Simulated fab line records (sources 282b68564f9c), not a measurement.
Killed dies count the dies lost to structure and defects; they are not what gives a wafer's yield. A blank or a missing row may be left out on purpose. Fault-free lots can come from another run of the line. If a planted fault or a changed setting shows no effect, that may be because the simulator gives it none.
fab line records	flow rit_cmos
[record] lots = 6	wafers = 18	last_day = 8
route steps=202 shown FOX2@24 NWELL@28 PWELL@39 WELLDRIVE@50 M1@202
lots that met no fault: taken from a fault-free run of the same line
start_h: the number of hours between the record's first day and the start of the first shown wafer of the lot	wait_h: time in hours since the lot's previous step	" unchanged from the row above	L1.1+2: several wafers, shown together as one row	- no value present, or no start provided	* or withheld: withheld	< > ~ a bound
route shown NAME@n: names a module that has steps shown in the file, with the first one's number in the route	usual: average and standard deviation across the fault-free wafers	same: alike in all rows	chamber/n: place in a boat	sites: each site's reading	_std_site: standard deviation of those values	_edge_site: mean of outer sites minus mean of inner sites	radius_mm: for every site, how far away it sits from the centre of the wafer	mask NAME#n: copy n	behind: the tool/chamber that last shaped the wafer	hold: why the lot went on hold/how many hours it stayed there/how the hold came to an end	device: the transistor (n, p or np) that didn't switch	end of line: the tests these same wafers got at the end of their route	a step with no rows: only its recipe	killed: dies that structure and defects cost at the first sort, which is not the same as the wafer's yield	map: dies across one wafer; x = killed, . = not, _ = none there
set.NAME: the setting that was run; set.NAME@STEP: the one run at that earlier step	model.NAME: the simulator's own value behind a step, which no gauge read
certain route steps with their lots: each step a table, each wafer a row
services: when a tool's chamber went out of use (start_h, in hours from the record's first day, below 0 if earlier), for how many hours, and the reason
[[steps]]
[step RIT_FOX2_THK_MEAS_01]
[recipe] reads = SiO2_of_FOX2_OXIDATION_00
[usual] FOX2_OXIDE_THK = 353/6.1
lot.wafer	tool	chamber	start_h	wait_h	FOX2_OXIDE_THK[nm]
L525.1	film_metro-01	-	44.20	0.0	357
L525.2	"	-	"	"	355
L525.5	"	-	"	"	351
L533.1	film_metro-03	-	80.84	0.0	351
L533.2	"	-	"	"	349
L533.6	"	-	"	"	349
L537.2	film_metro-04	-	101.89	0.0	354
L537.3	"	-	"	"	352
L537.6	"	-	"	"	355
L538.1	film_metro-04	-	111.29	0.0	353
L538.4	"	-	"	"	357
L538.5	"	-	"	"	347
L540.1	film_metro-04	-	119.06	0.0	351
L540.3	"	-	"	"	348
L540.4	"	-	"	"	353
L543.1	film_metro-03	-	138.78	0.0	349
L543.4	"	-	"	"	353
L543.6	"	-	"	"	348
[step RIT_FOX2_CLEAN_02]
[recipe] chemistry = dHF	dilution = 50:1	time_s = 180
[step RIT_FOX2_WET_ETCH_03]
[recipe] chemistry = H3PO4	target = Si3N4	target_depth_nm = 195	temp_c = 165	time_s = 2700
[step RIT_FOX2_THK_MEAS_90]
[recipe] reads = SiO2_of_FOX2_OXIDATION_00
[usual] FIELD_OXIDE_LEFT_1_THK = 326/6.2
lot.wafer	tool	chamber	start_h	wait_h	FIELD_OXIDE_LEFT_1_THK[nm]
L525.1	film_metro-03	-	45.08	0.0	330
L525.2	"	-	"	"	328
L525.5	"	-	"	"	324
L533.1	film_metro-03	-	81.72	0.0	324
L533.2	"	-	"	"	321
L533.6	"	-	"	"	322
L537.2	film_metro-04	-	102.84	0.0	327
L537.3	"	-	"	"	326
L537.6	"	-	"	"	328
L538.1	film_metro-04	-	112.16	0.0	326
L538.4	"	-	"	"	330
L538.5	"	-	"	"	320
L540.1	film_metro-01	-	119.94	0.0	323
L540.3	"	-	"	"	321
L540.4	"	-	"	"	326
L543.1	film_metro-01	-	139.66	0.0	321
L543.4	"	-	"	"	325
L543.6	"	-	"	"	321
[step RIT_NWELL_HMDS_00]
[recipe] prime_time_s = 60	prime_temp_c = 140
[step RIT_NWELL_COAT_01]
[recipe] resist = NOVOLAK	spin_rpm = 1951	resist_thk_nm = 1300
[step RIT_NWELL_SOFTBAKE_02]
[recipe] resist = NOVOLAK	temp_c = 90	time_s = 60
[step RIT_NWELL_EXPOSE_03]
[recipe] mask_id = M2	na = 0.57	target_cd_nm = 43900	dose_mj = 250
[step RIT_NWELL_PEB_04]
[recipe] resist = NOVOLAK	temp_c = withheld	time_s = withheld
[step RIT_NWELL_DEVELOP_05]
[recipe] resist = NOVOLAK	develop_time_s = 68	dev_temp_c = 23
[step RIT_NWELL_OVL_MEAS_06]
[usual] NWELL_OVL = -0.5/1.2
lot.wafer	tool	chamber	start_h	wait_h	NWELL_OVL[nm]
L525.1	overlay-02	-	46.14	-	-0.3
L525.2	"	-	"	"	0.2
L525.5	"	-	"	"	-1.7
L533.1	overlay-02	-	82.66	-	-0.8
L533.2	"	-	"	"	-1.9
L533.6	"	-	"	"	-1.2
L537.2	overlay-01	-	103.90	-	0.1
L537.3	"	-	"	"	0.0
L537.6	"	-	"	"	-0.9
L538.1	overlay-01	-	113.24	-	-0.4
L538.4	"	-	"	"	1.2
L538.5	"	-	"	"	-0.1
L540.1	overlay-02	-	121.00	-	-0.7
L540.3	"	-	"	"	0.0
L540.4	"	-	"	"	-0.2
L543.1	overlay-02	-	140.60	-	-1.7
L543.4	"	-	"	"	-1.8
L543.6	"	-	"	"	-1.4
[step RIT_NWELL_HARDBAKE_07]
[recipe] resist = NOVOLAK	temp_c = 140	time_s = 120
[step RIT_NWELL_IMPLANT_08]
[recipe] species = P	energy_kev = 172.6	dose_cm2 = 5e+13	tilt_deg = 7
[usual] dose_ions_cm2 = 5e+13/5.6e+10	faraday_current_uA = 159/3.3
lot.wafer	tool	chamber	start_h	wait_h	dose_ions_cm2	faraday_current_uA
L525.1	implanter-04	0	46.43	0.2	5.007e+13	157
L525.2	"	0	"	"	5.01e+13	159
L525.5	"	0	"	"	5.005e+13	159
L533.1	implanter-04	0	82.95	0.2	5.001e+13	153
L533.2	"	0	"	"	5.007e+13	161
L533.6	"	0	"	"	5.005e+13	156
L537.2	implanter-04	0	104.20	0.2	4.095e+13	135
L537.3	"	0	"	"	4.091e+13	131
L537.6	"	0	"	"	4.098e+13	134
L538.1	implanter-04	0	113.53	0.2	4.101e+13	132
L538.4	"	0	"	"	4.101e+13	130
L538.5	"	0	"	"	4.091e+13	131
L540.1	implanter-02	0	121.29	0.2	5.001e+13	164
L540.3	"	0	"	"	4.998e+13	163
L540.4	"	0	"	"	5.012e+13	157
L543.1	implanter-03	0	140.89	0.2	4.993e+13	163
L543.4	"	0	"	"	4.991e+13	156
L543.6	"	0	"	"	4.998e+13	162
[step RIT_NWELL_STRIP_09]
[recipe] chemistry = O2	time_s = 180	resist = NOVOLAK	platen_temp_c = withheld	power_w = 500	pressure_mtorr = 4000	o2_flow_sccm = 4000
[usual] drypump_motor_current_A = 5.8/0.41
lot.wafer	tool	chamber	start_h	wait_h	drypump_motor_current_A	rf_hours_counter_h
L525.1	plasma_asher-03	0	46.58	0.1	6.1	25
L525.2	"	1	"	"	5.4	25
L525.5	"	0	"	"	6.1	-
L533.1	plasma_asher-03	0	83.10	0.1	6.2	29
L533.2	"	1	"	"	5.4	29
L533.6	"	1	"	"	5.4	-
L537.2	plasma_asher-02	1	104.33	0.1	6.1	44
L537.3	"	1	"	"	6.2	-
L537.6	"	0	"	"	6.0	-
L538.1	plasma_asher-03	1	113.68	0.1	5.4	33
L538.4	"	1	"	"	5.4	-
L538.5	"	0	"	"	6.1	-
L540.1	plasma_asher-04	1	121.44	0.1	6.2	51
L540.3	"	1	"	"	6.1	-
L540.4	"	0	"	"	5.1	-
L543.1	plasma_asher-03	1	141.04	0.1	5.4	35
L543.4	"	1	"	"	5.4	-
L543.6	"	1	"	"	5.4	-
[step RIT_NWELL_TW_MEAS_10]
[usual] NWELL_TW = 2160/19
lot.wafer	tool	chamber	start_h	wait_h	NWELL_TW
L525.1	film_metro-04	-	46.75	0.1	2180
L525.2	"	-	"	"	2182
L525.5	"	-	"	"	2167
L533.1	film_metro-04	-	83.27	0.1	2194
L533.2	"	-	"	"	2184
L533.6	"	-	"	"	2187
L537.2	film_metro-04	-	104.51	0.1	2049
L537.3	"	-	"	"	2034
L537.6	"	-	"	"	2047
L538.1	film_metro-02	-	113.85	0.1	2023
L538.4	"	-	"	"	2021
L538.5	"	-	"	"	2020
L540.1	film_metro-02	-	121.62	0.1	2168
L540.3	"	-	"	"	2161
L540.4	"	-	"	"	2172
L543.1	film_metro-04	-	141.21	0.1	2176
L543.4	"	-	"	"	2178
L543.6	"	-	"	"	2194
[step RIT_PWELL_HMDS_00]
[recipe] prime_time_s = 60	prime_temp_c = 140
[step RIT_PWELL_COAT_01]
[recipe] resist = NOVOLAK	spin_rpm = 2000	resist_thk_nm = 1300
[step RIT_PWELL_SOFTBAKE_02]
[recipe] resist = NOVOLAK	temp_c = 90	time_s = 60
[step RIT_PWELL_EXPOSE_03]
[recipe] mask_id = M3	na = 0.57	target_cd_nm = 43700	dose_mj = 250
[step RIT_PWELL_PEB_04]
[recipe] resist = NOVOLAK	temp_c = withheld	time_s = withheld
[step RIT_PWELL_DEVELOP_05]
[recipe] resist = NOVOLAK	develop_time_s = 68	dev_temp_c = 23
[step RIT_PWELL_OVL_MEAS_06]
[usual] PWELL_OVL = -1.1/1.3
lot.wafer	tool	chamber	start_h	wait_h	PWELL_OVL[nm]
L525.1	overlay-01	-	47.69	-	-0.6
L525.2	"	-	"	"	-0.1
L525.5	"	-	"	"	1.1
L533.1	overlay-02	-	84.21	-	-1.6
L533.2	"	-	"	"	-0.4
L533.6	"	-	"	"	-0.8
L537.2	overlay-01	-	105.45	-	-1.3
L537.3	"	-	"	"	-2.9
L537.6	"	-	"	"	-1.7
L538.1	overlay-01	-	114.92	-	1.1
L538.4	"	-	"	"	-1.9
L538.5	"	-	"	"	-1.2
L540.1	overlay-02	-	122.56	-	-0.2
L540.3	"	-	"	"	-2.0
L540.4	"	-	"	"	-1.9
L543.1	overlay-02	-	142.20	-	-0.5
L543.4	"	-	"	"	-2.3
L543.6	"	-	"	"	-0.6
[step RIT_PWELL_HARDBAKE_07]
[recipe] resist = NOVOLAK	temp_c = 140	time_s = 120
[step RIT_PWELL_IMPLANT_08]
[recipe] species = B	energy_kev = 170	dose_cm2 = 7.096e+13	tilt_deg = 7
[step RIT_PWELL_STRIP_09]
[recipe] chemistry = O2	time_s = 180	resist = NOVOLAK	platen_temp_c = withheld	power_w = 500	pressure_mtorr = 4000	o2_flow_sccm = 4000
[usual] drypump_motor_current_A = 5.9/0.45
lot.wafer	tool	chamber	start_h	wait_h	drypump_motor_current_A	rf_hours_counter_h
L525.1	plasma_asher-02	0	48.13	0.1	6.0	38
L525.2	"	1	"	"	6.2	38
L525.5	"	0	"	"	6.0	-
L533.1	plasma_asher-03	1	84.65	0.1	5.4	29
L533.2	"	0	"	"	6.1	29
L533.6	"	1	"	"	5.4	-
L537.2	plasma_asher-02	1	105.88	0.1	6.1	44
L537.3	"	1	"	"	6.1	-
L537.6	"	0	"	"	6.0	-
L538.1	plasma_asher-01	0	115.35	0.1	5.0	46
L538.4	"	0	"	"	5.0	-
L538.5	"	1	"	"	6.4	-
L540.1	plasma_asher-02	0	122.99	0.1	6.1	0
L540.3	"	1	"	"	6.1	-
L540.4	"	0	"	"	6.1	-
L543.1	plasma_asher-03	0	142.64	0.1	6.2	35
L543.4	"	0	"	"	6.2	-
L543.6	"	0	"	"	6.1	-
[step RIT_PWELL_TW_MEAS_10]
[usual] PWELL_TW = 961/8.3
lot.wafer	tool	chamber	start_h	wait_h	PWELL_TW
L525.1	film_metro-02	-	48.30	0.1	967
L525.2	"	-	"	"	970
L525.5	"	-	"	"	966
L533.1	film_metro-04	-	84.82	0.1	970
L533.2	"	-	"	"	970
L533.6	"	-	"	"	973
L537.2	film_metro-01	-	106.06	0.1	946
L537.3	"	-	"	"	949
L537.6	"	-	"	"	948
L538.1	film_metro-04	-	115.53	0.1	965
L538.4	"	-	"	"	966
L538.5	"	-	"	"	971
L540.1	film_metro-02	-	123.17	0.1	961
L540.3	"	-	"	"	958
L540.4	"	-	"	"	961
L543.1	film_metro-01	-	142.81	0.1	947
L543.4	"	-	"	"	951
L543.6	"	-	"	"	945
[step RIT_WELLDRIVE_ANNEAL_00]
[recipe] temp_c = 1100	time_s = 14700	ambient = N2
[step RIT_WELLDRIVE_RS_MEAS_01]
[recipe] thk_meas_gauge = four-point-probe
[usual] NWELL_RS = 275.5/0.85
lot.wafer	tool	chamber	start_h	wait_h	NWELL_RS[ohm/sq]
L525.1	film_metro-01	-	53.45	0.0	276.0
L525.2	"	-	"	"	276.1
L525.5	"	-	"	"	276.3
L533.1	film_metro-04	-	89.97	0.0	274.5
L533.2	"	-	"	"	274.5
L533.6	"	-	"	"	273.7
L537.2	film_metro-01	-	113.20	0.0	310.4
L537.3	"	-	"	"	308.7
L537.6	"	-	"	"	309.9
L538.1	film_metro-01	-	121.47	0.0	312.1
L538.4	"	-	"	"	311.3
L538.5	"	-	"	"	312.8
L540.1	film_metro-04	-	128.31	0.0	275.3
L540.3	"	-	"	"	275.6
L540.4	"	-	"	"	275.4
L543.1	film_metro-02	-	149.33	0.0	274.2
L543.4	"	-	"	"	276.3
L543.6	"	-	"	"	275.5
[step RIT_WELLDRIVE_RS_MEAS_02]
[recipe] thk_meas_gauge = four-point-probe
[usual] PWELL_RS = 426.1/1.5
lot.wafer	tool	chamber	start_h	wait_h	PWELL_RS[ohm/sq]
L525.1	film_metro-01	-	53.57	0.1	427.7
L525.2	"	-	"	"	427.7
L525.5	"	-	"	"	428.1
L533.1	film_metro-04	-	90.09	0.1	423.2
L533.2	"	-	"	"	423.7
L533.6	"	-	"	"	423.8
L537.2	film_metro-01	-	113.32	0.1	425.4
L537.3	"	-	"	"	425.5
L537.6	"	-	"	"	425.9
L538.1	film_metro-01	-	121.59	0.1	425.1
L538.4	"	-	"	"	424.2
L538.5	"	-	"	"	425.2
L540.1	film_metro-04	-	128.43	0.1	425.4
L540.3	"	-	"	"	427.2
L540.4	"	-	"	"	427.1
L543.1	film_metro-02	-	149.45	0.1	426.5
L543.4	"	-	"	"	425.6
L543.6	"	-	"	"	427.2
[step RIT_M1_PROBE_99]
[usual] killed_at_contacts = 0.0/0.16	killed_at_front_end = 7/3.1	killed_dies = 7/3.1	killed_open = 3.6/2.2	killed_short = 3.4/2.1
[same] gross_dies = 264	killed_at_M0_to_M3 = 0	killed_at_M4_up = 0	killed_at_back_side = 0	killed_at_other = 0
lot.wafer	tool	chamber	start_h	wait_h	killed_at_contacts	killed_at_front_end	killed_dies	killed_open	killed_short
L525.1	prober-01	-	91.06	0.1	0	11	11	2	9
L525.2	prober-01	-	91.11	0.1	0	7	7	3	4
L525.5	prober-01	-	91.26	0.2	0	14	14	7	7
L533.1	prober-01	-	127.62	0.1	0	8	8	5	3
L533.2	prober-01	-	127.67	0.1	0	3	3	1	2
L533.6	prober-01	-	127.87	0.2	0	2	2	0	2
L537.2	prober-01	-	151.87	0.1	0	8	8	5	3
L537.3	prober-01	-	151.92	0.2	0	9	9	3	6
L537.6	prober-01	-	152.07	0.2	0	4	4	2	2
L538.1	prober-02	-	162.24	0.1	1	3	4	1	3
L538.4	prober-02	-	162.39	0.2	0	11	11	5	5
L538.5	prober-02	-	162.44	0.2	1	13	14	12	1
L540.1	prober-01	-	170.01	0.1	0	9	9	4	5
L540.3	prober-01	-	170.11	0.2	0	8	8	5	3
L540.4	prober-01	-	170.16	0.2	0	8	8	6	2
L543.1	prober-02	-	185.02	0.1	0	3	3	2	1
L543.4	prober-02	-	185.17	0.2	0	7	7	1	6
L543.6	prober-02	-	185.27	0.2	0	4	4	4	0
// killed by level:class
L525.1 GATE:geometric_particle:short=5 FOX1:geometric_particle:short=2 FOX2:geometric_particle:short=2 GATE:geometric_particle:open=2
L525.2 GATE:geometric_particle:short=2 GATE:geometric_particle:open=2 FOX1:geometric_particle:open=1 FOX2:geometric_particle:short=1 REOX:geometric_particle:short=1
L525.5 GATE:geometric_particle:short=4 FOX2:geometric_particle:open=2 GATE:geometric_particle:open=2 SILICIDE:geometric_particle:short=2 SILICIDE:geometric_particle:open=2 FOX1:geometric_particle:open=1 FOX1:geometric_particle:short=1
L533.1 SPACER:geometric_particle:open=3 SILICIDE:geometric_particle:open=2 FOX1:geometric_particle:short=1 GATE:geometric_particle:short=1 SILICIDE:geometric_particle:short=1
L533.2 FOX1:geometric_particle:short=1 FOX2:geometric_particle:short=1 GATE:geometric_particle:open=1
L533.6 SILICIDE:geometric_particle:short=2
L537.2 FOX1:geometric_particle:open=3 GATE:geometric_particle:short=2 FOX2:geometric_particle:short=1 GATE:geometric_particle:open=1 SPACER:geometric_particle:open=1
L537.3 SPACER:geometric_particle:short=3 SILICIDE:geometric_particle:open=2 FOX1:geometric_particle:open=1 FOX1:geometric_particle:short=1 REOX:geometric_particle:short=1 SILICIDE:geometric_particle:short=1
L537.6 GATE:geometric_particle:short=1 GATE:geometric_particle:open=1 SILICIDE:geometric_particle:short=1 SILICIDE:geometric_particle:open=1
L538.1 GATE:geometric_particle:short=1 SPACER:geometric_particle:open=1 SPACER:geometric_particle:short=1 CONTACT:geometric_particle:short=1
L538.4 FOX1:geometric_particle:short=3 GATE:geometric_particle:open=2 SILICIDE:geometric_particle:open=2 GATE:geometric_particle:short=1 SPACER:geometric_particle:open=1 SILICIDE:geometric_particle:short=1 NLDD:coat_microbubble_printed=1
L538.5 GATE:geometric_particle:open=7 SILICIDE:geometric_particle:open=2 FOX2:geometric_particle:open=1 GATE:geometric_particle:short=1 SPACER:geometric_particle:open=1 CONTACT:geometric_particle:open=1 NLDD:coat_microbubble_printed=1
L540.1 REOX:geometric_particle:short=4 GATE:geometric_particle:open=3 GATE:geometric_particle:short=1 REOX:geometric_particle:open=1
L540.3 GATE:geometric_particle:open=2 SILICIDE:geometric_particle:open=2 FOX1:geometric_particle:short=1 GATE:geometric_particle:short=1 REOX:geometric_particle:open=1 SILICIDE:geometric_particle:short=1
L540.4 GATE:geometric_particle:open=4 GATE:geometric_particle:short=1 REOX:geometric_particle:open=1 REOX:geometric_particle:short=1 SILICIDE:geometric_particle:open=1
L543.1 FOX2:geometric_particle:open=1 FOX2:geometric_particle:short=1 SPACER:geometric_particle:open=1
L543.4 SILICIDE:geometric_particle:short=3 FOX2:geometric_particle:short=1 GATE:geometric_particle:open=1 GATE:geometric_particle:short=1 REOX:geometric_particle:short=1
L543.6 REOX:geometric_particle:open=3 FOX2:geometric_particle:open=1
[[services]]
tool	chamber	start_h	hours	kind
implanter-04	-	30.57	3.9	repair
plasma_asher-02	-	34.74	1.7	repair
plasma_asher-01	-	38.09	5.4	repair
plasma_asher-02	-	68.80	1.6	repair
plasma_asher-01	-	100.24	14.6	pm
plasma_asher-03	-	103.58	2.8	pm
plasma_asher-02	-	108.75	9.0	pm
plasma_asher-02	0	108.75	9.0	vent_cycle
plasma_asher-02	1	108.75	9.0	vent_cycle
plasma_asher-02	0	117.75	-	clean
plasma_asher-02	1	117.75	-	clean
implanter-03	-	122.56	1.8	repair
implanter-04	-	125.08	2.3	repair
[[key]]
[first_sign] step = RIT_NWELL_IMPLANT_08	reading = dose_ions_cm2	direction = down	sigmas = 99+	usual = 5e+13	struck = 4.096e+13
[effect] step = RIT_NWELL_IMPLANT_08	reading = faraday_current_uA	direction = down	sigmas = 7.9	usual = 159	struck = 132
[effect] step = RIT_NWELL_TW_MEAS_10	reading = NWELL_TW	direction = down	sigmas = 6.7	usual = 2160	struck = 2032
[effect] step = RIT_WELLDRIVE_RS_MEAS_01	reading = NWELL_RS	direction = up	sigmas = 42	usual = 275.5	struck = 310.8
met_at RIT_NWELL_IMPLANT_08
struck_wafers L537.2,L537.3,L537.6,L538.1,L538.4,L538.5
tester_left_out L537,L538
onset_between 82.95 104.20
[fault] kind = process_parameter_drift	tool = implanter-04	chamber = -	onset_h = 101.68	steps = RIT_NWELL_IMPLANT_08	channel = dose_cm2	offset = -9e+12	shape = step	end_h = 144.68	acts_in = these_recipes_only	stated = 5e+13
// tester_left_out: of these lots the tester's yield and bins aren't shown, on N5 and GAA mostly nor the transistor test; their killed dies are dies lost to structure and defects alone, not to doping, threshold or leakage, so they don't give the yield
